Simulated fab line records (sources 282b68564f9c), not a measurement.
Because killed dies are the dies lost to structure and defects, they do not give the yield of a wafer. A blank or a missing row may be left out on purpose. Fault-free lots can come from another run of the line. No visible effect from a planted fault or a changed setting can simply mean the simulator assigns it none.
What tool caused it? + flow rit_cmos + Sampling: 13 lots, 39 wafers, 6 of 202 route steps

## WHAT THE GAUGES READ, wafer by wafer
RIT_CONTACT_THK_MEAS_01.
| lot  | measured    | on            | CONTACT_TEOS_THK (nm) |
|------|-------------|---------------|-----------------------|
| L341 | day 3 13:21 | film_metro-03 | 401 395 406           |
| L342 | day 3 19:24 | film_metro-03 | 390 398 402           |
| L343 | day 3 20:51 | film_metro-02 | 394 400 400           |
| L344 | day 4 01:17 | film_metro-03 | 403 399 401           |
| L345 | day 4 02:45 | film_metro-03 | 391 395 398           |
| L347 | day 4 13:20 | film_metro-03 | 401 399 404           |
| L354 | day 6 00:32 | film_metro-01 | 388 394 392           |
| L356 | day 6 11:32 | film_metro-01 | 396 402 404           |
| L358 | day 6 18:41 | film_metro-03 | 400 402 407           |
| L360 | day 7 04:26 | film_metro-02 | 397 395 402           |
| L362 | day 7 13:52 | film_metro-02 | 398 398 403           |
| L363 | day 7 22:53 | film_metro-03 | 397 406 408           |
| L364 | day 8 04:23 | film_metro-03 | 404 407 411           |

RIT_M1_RS_MEAS_01: measurement is done with a four-point probe.
| lot  | measured    | on            | M1_AL_RS (ohm/sq)    |
|------|-------------|---------------|----------------------|
| L341 | day 3 15:50 | film_metro-04 | 0.0713 0.0721 0.0718 |
| L342 | day 3 22:01 | film_metro-04 | 0.0719 0.0715 0.0710 |
| L343 | day 3 23:22 | film_metro-03 | 0.0708 0.0709 0.0710 |
| L344 | day 4 03:47 | film_metro-03 | 0.0717 0.0714 0.0712 |
| L345 | day 4 05:25 | film_metro-03 | 0.0726 0.0729 0.0729 |
| L347 | day 4 15:48 | film_metro-02 | 0.0482 0.0719 0.0727 |
| L354 | day 6 03:13 | film_metro-03 | 0.0716 0.0711 0.0713 |
| L356 | day 6 14:08 | film_metro-02 | 0.0714 0.0712 0.0714 |
| L358 | day 6 21:20 | film_metro-04 | 0.0718 0.0718 0.0715 |
| L360 | day 7 06:57 | film_metro-03 | 0.0718 0.0722 0.0723 |
| L362 | day 7 16:20 | film_metro-04 | 0.0732 0.0723 0.0722 |
| L363 | day 8 01:32 | film_metro-02 | 0.0717 0.0720 0.0722 |
| L364 | day 8 06:53 | film_metro-03 | 0.0730 0.0724 0.0728 |

RIT_M1_THK_MEAS_02: measures by xrf.
| lot  | measured    | on            | M1_AL_THK (nm) |
|------|-------------|---------------|----------------|
| L341 | day 3 15:57 | film_metro-04 | 413 411 412    |
| L342 | day 3 22:08 | film_metro-04 | 410 415 413    |
| L343 | day 3 23:28 | film_metro-03 | 413 412 410    |
| L344 | day 4 03:52 | film_metro-03 | 404 408 411    |
| L345 | day 4 05:32 | film_metro-03 | 400 401 400    |
| L347 | day 4 15:55 | film_metro-02 | 606 409 407    |
| L354 | day 6 03:20 | film_metro-03 | 408 411 412    |
| L356 | day 6 14:15 | film_metro-02 | 413 413 416    |
| L358 | day 6 21:27 | film_metro-04 | 411 411 414    |
| L360 | day 7 07:04 | film_metro-03 | 408 405 403    |
| L362 | day 7 16:26 | film_metro-04 | 401 408 410    |
| L363 | day 8 01:38 | film_metro-02 | 412 409 408    |
| L364 | day 8 07:01 | film_metro-03 | 399 404 401    |

## WHAT TOOL EACH LOT RAN ON (gives the tool, then ch and the chambers of the sampled wafers, and finally the start)
| lot  | RIT_PSD_STRIP_09                    | RIT_SILICIDE_RTA_06             | RIT_M1_SPUTTER_00           |
|------|-------------------------------------|---------------------------------|-----------------------------|
| L341 | plasma_asher-02 ch 0,1, day 3 11:27 | rtp_anneal-02 ch 0, day 3 13:14 | pvd_sputter-01, day 3 15:32 |
| L342 | plasma_asher-02 ch 0, day 3 17:41   | rtp_anneal-02 ch 0, day 3 19:17 | pvd_sputter-01, day 3 21:43 |
| L343 | plasma_asher-02 ch 0,1, day 3 19:05 | rtp_anneal-02 ch 0, day 3 20:44 | pvd_sputter-03, day 3 23:02 |
| L344 | plasma_asher-04 ch 0,1, day 3 23:35 | rtp_anneal-01 ch 0, day 4 01:10 | pvd_sputter-01, day 4 03:25 |
| L345 | plasma_asher-02 ch 0,1, day 4 01:02 | rtp_anneal-02 ch 0, day 4 02:38 | pvd_sputter-03, day 4 05:07 |
| L347 | plasma_asher-01 ch 0,1, day 4 11:35 | rtp_anneal-02 ch 0, day 4 13:13 | pvd_sputter-03, day 4 15:30 |
| L354 | plasma_asher-01 ch 0,1, day 5 22:50 | rtp_anneal-01 ch 0, day 6 00:25 | pvd_sputter-01, day 6 02:55 |
| L356 | plasma_asher-01 ch 0,1, day 6 09:49 | rtp_anneal-01 ch 0, day 6 11:26 | pvd_sputter-01, day 6 13:50 |
| L358 | plasma_asher-01 ch 0,1, day 6 16:56 | rtp_anneal-01 ch 0, day 6 18:34 | pvd_sputter-01, day 6 21:02 |
| L360 | plasma_asher-04 ch 0,1, day 7 02:41 | rtp_anneal-01 ch 0, day 7 04:19 | pvd_sputter-01, day 7 06:40 |
| L362 | plasma_asher-02 ch 0,1, day 7 12:07 | rtp_anneal-01 ch 0, day 7 13:44 | pvd_sputter-01, day 7 16:01 |
| L363 | plasma_asher-02 ch 0,1, day 7 21:08 | rtp_anneal-02 ch 0, day 7 22:47 | pvd_sputter-03, day 8 01:13 |
| L364 | plasma_asher-02 ch 0,1, day 8 02:41 | rtp_anneal-01 ch 0, day 8 04:16 | pvd_sputter-04, day 8 06:36 |
- RIT_PSD_STRIP_09: strips in O2, time 180 s.
- RIT_SILICIDE_RTA_06: time 10 s, ramp up 5 s, ramp down 10 s.
- RIT_M1_SPUTTER_00: material Al, target thk 400 nm, time 500 s.

## WHAT THE TOOLS THEMSELVES READ (means of the sampled wafers that have a number; where no wafer has one, the mark that the record gives instead)
RIT_PSD_STRIP_09.
| lot  | tool            | drypump_motor_current_A (A) | rf_refl_power_W (W) |
|------|-----------------|-----------------------------|---------------------|
| L341 | plasma_asher-02 | 5.8                         | 7.2                 |
| L342 | plasma_asher-02 | 5.3                         | 6.9                 |
| L343 | plasma_asher-02 | 5.8                         | 7.0                 |
| L344 | plasma_asher-04 | 5.6                         | 7.0                 |
| L345 | plasma_asher-02 | 5.8                         | 7.2                 |
| L347 | plasma_asher-01 | 5.1                         | 6.0                 |
| L354 | plasma_asher-01 | 5.2                         | 6.2                 |
| L356 | plasma_asher-01 | 5.2                         | 6.1                 |
| L358 | plasma_asher-01 | 5.1                         | 6.2                 |
| L360 | plasma_asher-04 | 5.6                         | 7.3                 |
| L362 | plasma_asher-02 | 5.9                         | 7.3                 |
| L363 | plasma_asher-02 | 5.6                         | 7.1                 |
| L364 | plasma_asher-02 | 5.6                         | 7.1                 |

RIT_SILICIDE_RTA_06.
| lot  | tool          | anneal_temp_c_max | wafer_temp_C_max |
|------|---------------|-------------------|------------------|
| L341 | rtp_anneal-02 | 752.1             | 752.3            |
| L342 | rtp_anneal-02 | 752.2             | 752.1            |
| L343 | rtp_anneal-02 | 752.7             | 751.7            |
| L344 | rtp_anneal-01 | 752.2             | 755.0            |
| L345 | rtp_anneal-02 | 752.3             | 752.2            |
| L347 | rtp_anneal-02 | 752.6             | 751.3            |
| L354 | rtp_anneal-01 | 752.3             | 754.0            |
| L356 | rtp_anneal-01 | 752.0             | 753.6            |
| L358 | rtp_anneal-01 | 751.7             | 753.5            |
| L360 | rtp_anneal-01 | 752.3             | 753.9            |
| L362 | rtp_anneal-01 | 752.2             | 753.0            |
| L363 | rtp_anneal-02 | 752.4             | 752.6            |
| L364 | rtp_anneal-01 | 752.3             | 753.1            |

RIT_M1_SPUTTER_00.
| lot  | tool           | throttle_valve_pct (%) |
|------|----------------|------------------------|
| L341 | pvd_sputter-01 | 31.1                   |
| L342 | pvd_sputter-01 | 30.3                   |
| L343 | pvd_sputter-03 | 30.0                   |
| L344 | pvd_sputter-01 | 30.8                   |
| L345 | pvd_sputter-03 | 30.5                   |
| L347 | pvd_sputter-03 | 29.7                   |
| L354 | pvd_sputter-01 | 30.6                   |
| L356 | pvd_sputter-01 | 30.4                   |
| L358 | pvd_sputter-01 | 30.4                   |
| L360 | pvd_sputter-01 | 30.8                   |
| L362 | pvd_sputter-01 | 30.5                   |
| L363 | pvd_sputter-03 | 30.2                   |
| L364 | pvd_sputter-04 | 30.2                   |

## THE ANSWER, worked out from the rows above alone
Rule: the lots themselves supply what counts as usual. Put in order of their means at a reading, lots are off if they are a third of the lots or fewer, leave a main group of 4 or more, and stand apart from it by a gap of 3 or more times the standard deviation of the main group's means; of several such gaps the widest counts. Not used: any main group whose means are identical at the precision the tables above print for the reading. Also off: a lot with no number at a reading for which 4 or more lots have one. All remaining lots with rows at the step are treated as sound. After the gauges, taken in route order, come the tools' own readings; for these a lot's mean is taken, as printed above. At the first step where some lot is off, the reading lying furthest off is the one used; lots without a number count as furthest.
Off: L347, seen at RIT_M1_RS_MEAS_01 (M1_AL_RS). Mean 0.0718 ohm/sq and standard deviation 0.00058 in the main group.
If a tool, at a process step before that reading, ran all the lots that are off and no sound lot after the first of them, it fits. Not tried: the gauges at RIT_M1_RS_MEAS_01; whatever is off there is also off at RIT_PSD_STRIP_09, on other tools, and gauge error can't account for it. None of those tried fits.

## WHAT THE SIMULATOR HAD PUT IN
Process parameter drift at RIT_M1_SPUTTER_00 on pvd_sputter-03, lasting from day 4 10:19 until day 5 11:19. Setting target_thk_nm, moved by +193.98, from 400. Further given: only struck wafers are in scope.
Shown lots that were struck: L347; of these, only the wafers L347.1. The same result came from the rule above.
